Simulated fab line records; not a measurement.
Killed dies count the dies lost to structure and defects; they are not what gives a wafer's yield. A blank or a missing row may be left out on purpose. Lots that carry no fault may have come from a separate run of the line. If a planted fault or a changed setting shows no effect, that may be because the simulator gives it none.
Split-lot trial | flow rit-cmos | 23 wafers read from 5 lots, route of 202 steps

## SPLIT DETAILS
At RIT_M1_SPUTTER_00 (material Al, target thk 400 nm, time 500 s), the setting time-s was moved away from the recipe's 500 s on 11 of the 23 wafers read, by -13.8% to +10.1%. This setting was run at the recipe's value on the other wafers.

## FROM THE SPLIT TO THE READING: what the file shows between them, 7 steps
- RIT_M1_RS_MEAS_01: measures by four-point-probe
- RIT_M1_THK_MEAS_02: measures by xrf
- RIT_M1_SOFTBAKE_05: time 60 s (also split here: temp-c)
- RIT_M1_EXPOSE_06: exposes mask M12, target cd 2600 nm
- RIT_M1_PEB_07
- RIT_M1_DEVELOP_08: develop time 68 s
- RIT_M1_HARDBAKE_11: time 120 s (also split here: temp-c)

## THE READING
oes-product-au, in a.u., at RIT_M1_METAL_ETCH_12 (etches Al in Cl2/BCl3, stops on SiO2, time 165 s, target depth 600 nm). Typical for fault-free wafers on this fab line: 0.796 a.u., with standard deviation 0.011 a.u.

wafer  | tool, chamber at the split | time-s as run, s | against the recipe | oes-product-au, a.u. | against lot-mates on the recipe
L074.2 | pvd-sputter-04, -          | 500              | recipe             | 0.801                | -
L074.3 | pvd-sputter-04, -          | 538.5            | +7.7%              | 0.821                | +0.023
L074.4 | pvd-sputter-04, -          | 538.5            | +7.7%              | 0.824                | +0.026
L074.5 | pvd-sputter-04, -          | 500              | recipe             | 0.794                | -
L074.6 | pvd-sputter-04, -          | 538.5            | +7.7%              | 0.825                | +0.027
L075.2 | pvd-sputter-02, -          | 500              | recipe             | 0.808                | -
L075.3 | pvd-sputter-02, -          | 500              | recipe             | 0.813                | -
L075.4 | pvd-sputter-02, -          | 550.6            | +10.1%             | 0.833                | +0.022
L075.5 | pvd-sputter-02, -          | 550.6            | +10.1%             | 0.860                | +0.049
L075.6 | pvd-sputter-02, -          | 550.6            | +10.1%             | 0.844                | +0.033
L076.1 | pvd-sputter-02, -          | 431.2            | -13.8%             | 0.739                | -0.055
L076.3 | pvd-sputter-02, -          | 500              | recipe             | 0.795                | -
L076.4 | pvd-sputter-02, -          | 431.2            | -13.8%             | 0.736                | -0.058
L076.5 | pvd-sputter-02, -          | 500              | recipe             | 0.792                | -
L076.6 | pvd-sputter-02, -          | 431.2            | -13.8%             | 0.743                | -0.051
L077.1 | pvd-sputter-04, -          | 500              | recipe             | 0.781                | -
L077.2 | pvd-sputter-04, -          | 500              | recipe             | 0.803                | -
L077.3 | pvd-sputter-04, -          | 470.7            | -5.9%              | 0.753                | -0.039
L077.4 | pvd-sputter-04, -          | 470.7            | -5.9%              | 0.753                | -0.039
L077.5 | pvd-sputter-04, -          | 500              | recipe             | 0.792                | -
L082.3 | pvd-sputter-02, -          | 500              | recipe             | 0.803                | -
L082.4 | pvd-sputter-02, -          | 500              | recipe             | 0.796                | -
L082.5 | pvd-sputter-02, -          | 500              | recipe             | 0.798                | -

THE FIT
A straight line over all 23 wafers: oes-product-au changes by +0.00444 a.u. for each +1% of time-s; r = +0.96; the points scatter about the line by 0.0099 a.u.
The same after taking each lot's own level away (the mean of its wafers on the recipe; 23 wafers): +0.00389 a.u. for each +1%; r = +0.97; scatter 0.0075 a.u.
Per that fit: largest time-s move, reading shift of 0.053 a.u.
From 0.7920 to 0.8105 a.u.: that is the span of the lots' own levels, equal to 1.7 times the standard deviation above.
Hence the slope depends on the lot-to-lot level, as the two fits are not the same.
Check: for one of the wafers moved furthest among these (-13.8%), held out of the fit, the line's prediction against its lot-mates is -0.0565 a.u. It came out at -0.0545 a.u. against them.

## ADDITIONAL SPLITS CARRIED BY THESE WAFERS
Note: prior to the reading, these wafers also went through further splits. Each is held against what the fit with the lots' levels taken away leaves over:
other split on the same wafers     | wafers away from the commonest value | r with oes-product-au (lot level and that fit taken away)
RIT_GATE_DEVELOP_15 develop-time-s | 5                                    | +0.01
RIT_PLDD_SOFTBAKE_02 temp-c        | 8                                    | +0.09
RIT_NSD_IMPLANT_08 dose-cm2        | 7                                    | -0.12
RIT_SDANNEAL_RTA_03 time-s         | 8                                    | +0.05
RIT_SILICIDE_SPUTTER_01 time-s     | 7                                    | -0.10
RIT_M1_SOFTBAKE_05 temp-c          | 4                                    | +0.32
RIT_M1_HARDBAKE_11 temp-c          | 10                                   | +0.18

## THE WHOLE CHAIN: every reading that the file lists as answering this split, in the file's order
step                 | what it does                                                          | reading                                                                     | change (the file's fit)                   | r (the file's)
RIT_M1_SPUTTER_00    | material Al, target thk 400 nm, time 500 s                            | Al_of_M1_SPUTTER_00.thk-nm (the simulator's own value, which no gauge read) | +3.53 nm for each +1% of the setting      | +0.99
RIT_M1_RS_MEAS_01    | measures by four-point-probe                                          | M1_AL_RS                                                                    | -0.000673 for each +1% of the setting     | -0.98
RIT_M1_THK_MEAS_02   | measures by xrf                                                       | M1_AL_THK                                                                   | +3.55 for each +1% of the setting         | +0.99
RIT_M1_METAL_ETCH_12 | etches Al in Cl2/BCl3, stops on SiO2, time 165 s, target depth 600 nm | oes-product-au                                                              | +0.00395 a.u. for each +1% of the setting | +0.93

## FILE'S OWN FIT
oes-product-au changes by +0.00395 a.u. for each +1% of time-s, r = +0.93.
